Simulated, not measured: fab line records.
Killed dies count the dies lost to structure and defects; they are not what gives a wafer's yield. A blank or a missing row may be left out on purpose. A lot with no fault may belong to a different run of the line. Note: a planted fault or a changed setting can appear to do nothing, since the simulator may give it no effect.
Which tool is to blame? / flow berkeley_cmos170 / 14 lots, 42 wafers sampled, at 5 steps of a route of 331

WHAT THE GAUGES SHOWED, per wafer
UCB170_SCREENOX_THK_MEAS_02.
lot=L709; measured=day 5 20:55; on=film_metro-02; SCREENOX_OXIDE_THK (nm)=14.37 14.10 14.30
lot=L710; measured=day 6 07:19; on=film_metro-02; SCREENOX_OXIDE_THK (nm)=14.62 14.37 14.39
lot=L711; measured=day 6 07:19; on=film_metro-03; SCREENOX_OXIDE_THK (nm)=14.62 14.54 14.59
lot=L714; measured=day 7 05:33; on=film_metro-01; SCREENOX_OXIDE_THK (nm)=14.43 14.40 14.06
lot=L713; measured=day 7 05:35; on=film_metro-02; SCREENOX_OXIDE_THK (nm)=14.39 14.30 13.96
lot=L717; measured=day 8 11:20; on=film_metro-01; SCREENOX_OXIDE_THK (nm)=14.77 14.71 14.92
lot=L720; measured=day 8 11:20; on=film_metro-03; SCREENOX_OXIDE_THK (nm)=14.45 14.48 14.61
lot=L721; measured=day 9 02:13; on=film_metro-02; SCREENOX_OXIDE_THK (nm)=14.06 14.23 14.11
lot=L723; measured=day 9 02:15; on=film_metro-03; SCREENOX_OXIDE_THK (nm)=14.07 13.80 13.98
lot=L724; measured=day 9 16:19; on=film_metro-01; SCREENOX_OXIDE_THK (nm)=14.22 14.06 13.84
lot=L725; measured=day 9 16:19; on=film_metro-03; SCREENOX_OXIDE_THK (nm)=14.28 14.34 14.31
lot=L727; measured=day 9 21:57; on=film_metro-03; SCREENOX_OXIDE_THK (nm)=14.36 14.73 14.28
lot=L726; measured=day 9 21:58; on=film_metro-02; SCREENOX_OXIDE_THK (nm)=14.30 14.27 14.22
lot=L728; measured=day 10 11:01; on=film_metro-03; SCREENOX_OXIDE_THK (nm)=14.01 14.28 14.23

UCB170_V1_THK_MEAS_01.
lot=L709; measured=day 8 03:53; on=film_metro-02; V1_TEOS_THK (nm)=2014 2041 2039
lot=L710; measured=day 8 05:12; on=film_metro-04; V1_TEOS_THK (nm)=2013 2031 2065
lot=L711; measured=day 8 08:41; on=film_metro-01; V1_TEOS_THK (nm)=1998 1841 2016
lot=L714; measured=day 9 06:55; on=film_metro-01; V1_TEOS_THK (nm)=1993 1804 2008
lot=L713; measured=day 9 08:14; on=film_metro-04; V1_TEOS_THK (nm)=1970 2019 2018
lot=L717; measured=day 10 19:08; on=film_metro-01; V1_TEOS_THK (nm)=1997 2011 2037
lot=L720; measured=day 10 17:49; on=film_metro-04; V1_TEOS_THK (nm)=1979 1993 1998
lot=L721; measured=day 11 09:26; on=film_metro-04; V1_TEOS_THK (nm)=2002 2003 2017
lot=L723; measured=day 11 06:23; on=film_metro-01; V1_TEOS_THK (nm)=1975 1992 2011
lot=L724; measured=day 11 15:49; on=film_metro-04; V1_TEOS_THK (nm)=1962 2020 2001
lot=L725; measured=day 11 17:04; on=film_metro-04; V1_TEOS_THK (nm)=1998 1992 1998
lot=L727; measured=day 12 00:02; on=film_metro-04; V1_TEOS_THK (nm)=1976 1972 2004
lot=L726; measured=day 11 22:43; on=film_metro-01; V1_TEOS_THK (nm)=2011 1994 2016
lot=L728; measured=day 12 15:24; on=film_metro-04; V1_TEOS_THK (nm)=1990 2004 2008

UCB170_M3_THK_MEAS_03: measures by xrf.
lot=L709; measured=day 8 13:56; on=film_metro-03; M3_AL_THK (nm)=900 908 911
lot=L710; measured=day 8 14:34; on=film_metro-03; M3_AL_THK (nm)=901 904 909
lot=L711; measured=day 8 19:24; on=film_metro-03; M3_AL_THK (nm)=913 916 915
lot=L714; measured=day 9 17:55; on=film_metro-03; M3_AL_THK (nm)=907 897 907
lot=L713; measured=day 9 18:14; on=film_metro-03; M3_AL_THK (nm)=916 911 912
lot=L717; measured=day 11 04:28; on=film_metro-01; M3_AL_THK (nm)=886 905 891
lot=L720; measured=day 11 01:29; on=film_metro-01; M3_AL_THK (nm)=914 906 917
lot=L721; measured=day 11 18:32; on=film_metro-02; M3_AL_THK (nm)=902 904 899
lot=L723; measured=day 11 13:56; on=film_metro-03; M3_AL_THK (nm)=905 902 904
lot=L724; measured=day 12 03:06; on=film_metro-03; M3_AL_THK (nm)=908 904 900
lot=L725; measured=day 12 03:23; on=film_metro-01; M3_AL_THK (nm)=892 898 893
lot=L727; measured=day 12 09:31; on=film_metro-02; M3_AL_THK (nm)=900 905 893
lot=L726; measured=day 12 09:13; on=film_metro-01; M3_AL_THK (nm)=900 901 906
lot=L728; measured=day 12 23:48; on=film_metro-01; M3_AL_THK (nm)=907 914 912

UCB170_M3_CD_MEAS_90 targets a cd of 700 nm.
lot=L709; measured=day 8 17:47; on=cd_sem-02; cd_nm (nm)=703.1 700.9 702.6
lot=L710; measured=day 8 18:02; on=cd_sem-01; cd_nm (nm)=701.0 700.6 701.7
lot=L711; measured=day 8 22:32; on=cd_sem-02; cd_nm (nm)=704.3 701.8 702.0
lot=L714; measured=day 9 20:14; on=cd_sem-01; cd_nm (nm)=698.3 699.2 702.0
lot=L713; measured=day 9 20:45; on=cd_sem-02; cd_nm (nm)=698.4 698.4 699.1
lot=L717; measured=day 11 07:32; on=cd_sem-01; cd_nm (nm)=698.8 700.3 699.0
lot=L720; measured=day 11 04:26; on=cd_sem-01; cd_nm (nm)=697.7 699.6 700.1
lot=L721; measured=day 11 21:20; on=cd_sem-01; cd_nm (nm)=699.1 695.6 695.2
lot=L723; measured=day 11 16:15; on=cd_sem-02; cd_nm (nm)=700.1 699.0 698.3
lot=L724; measured=day 12 06:26; on=cd_sem-02; cd_nm (nm)=697.4 696.7 694.5
lot=L725; measured=day 12 06:47; on=cd_sem-01; cd_nm (nm)=705.0 704.7 705.8
lot=L727; measured=day 12 12:07; on=cd_sem-02; cd_nm (nm)=702.7 701.5 701.5
lot=L726; measured=day 12 11:30; on=cd_sem-02; cd_nm (nm)=694.7 695.7 699.0
lot=L728; measured=day 13 02:08; on=cd_sem-01; cd_nm (nm)=697.9 701.2 698.6

WHICH TOOL RAN EACH LOT (tool, then ch and the chambers of the sampled wafers, then the start)
lot=L709; UCB170_V1_CVD_00=pecvd-03 ch 0,2, day 8 03:43
lot=L710; UCB170_V1_CVD_00=pecvd-03 ch 0,1,2, day 8 05:02
lot=L711; UCB170_V1_CVD_00=pecvd-03 ch 0,1, day 8 08:27
lot=L714; UCB170_V1_CVD_00=pecvd-03 ch 0,1, day 9 06:44
lot=L713; UCB170_V1_CVD_00=pecvd-01 ch 0,2, day 9 08:05
lot=L717; UCB170_V1_CVD_00=pecvd-02 ch 0,1,2, day 10 18:59
lot=L720; UCB170_V1_CVD_00=pecvd-02 ch 1,2, day 10 17:39
lot=L721; UCB170_V1_CVD_00=pecvd-02 ch 0, day 11 09:11
lot=L723; UCB170_V1_CVD_00=pecvd-02 ch 0,1, day 11 06:12
lot=L724; UCB170_V1_CVD_00=pecvd-02 ch 0, day 11 15:35
lot=L725; UCB170_V1_CVD_00=pecvd-03 ch 0,1,2, day 11 16:55
lot=L727; UCB170_V1_CVD_00=pecvd-02 ch 0,1,2, day 11 23:53
lot=L726; UCB170_V1_CVD_00=pecvd-03 ch 0,1, day 11 22:33
lot=L728; UCB170_V1_CVD_00=pecvd-01 ch 0,1,2, day 12 15:14
- UCB170_V1_CVD_00: deposits SiO2 from TEOS/O2, target thk 2000 nm, time 250 s.

AS READ BY THE TOOLS THEMSELVES (means over the sampled wafers that have a number; for cases with no such wafer, the mark the record gives instead)
UCB170_V1_CVD_00.
lot=L709; tool=pecvd-03; heater_power_w (W)=208
lot=L710; tool=pecvd-03; heater_power_w (W)=230
lot=L711; tool=pecvd-03; heater_power_w (W)=214
lot=L714; tool=pecvd-03; heater_power_w (W)=234
lot=L713; tool=pecvd-01; heater_power_w (W)=253
lot=L717; tool=pecvd-02; heater_power_w (W)=283
lot=L720; tool=pecvd-02; heater_power_w (W)=280
lot=L721; tool=pecvd-02; heater_power_w (W)=200
lot=L723; tool=pecvd-02; heater_power_w (W)=249
lot=L724; tool=pecvd-02; heater_power_w (W)=198
lot=L725; tool=pecvd-03; heater_power_w (W)=230
lot=L727; tool=pecvd-02; heater_power_w (W)=272
lot=L726; tool=pecvd-03; heater_power_w (W)=221
lot=L728; tool=pecvd-01; heater_power_w (W)=263

THE ANSWER, worked out from the rows above alone
Rule: what is usual is taken from the lots themselves. Put in order of their means at a reading, lots are off if they are a third of the lots or fewer, leave a main group of 4 or more, and stand apart from it by a gap of 3 or more times the standard deviation of the main group's means; of several such gaps the widest counts. Not used: any main group whose means are identical at the precision the tables above print for the reading. A lot without any number at a reading at which 4 lots or more have one is off too. The other lots that the step has rows for count as sound. After the gauges, taken in route order, come the tools' own readings; for these a lot's mean is taken, as printed above. The first step at which some lot is off is used, and at that step the reading that is off furthest; a lot without a number counts as furthest.
No lot is off at any reading shown: from this, nothing can be told.

WHAT WAS PUT IN BY THE SIMULATOR
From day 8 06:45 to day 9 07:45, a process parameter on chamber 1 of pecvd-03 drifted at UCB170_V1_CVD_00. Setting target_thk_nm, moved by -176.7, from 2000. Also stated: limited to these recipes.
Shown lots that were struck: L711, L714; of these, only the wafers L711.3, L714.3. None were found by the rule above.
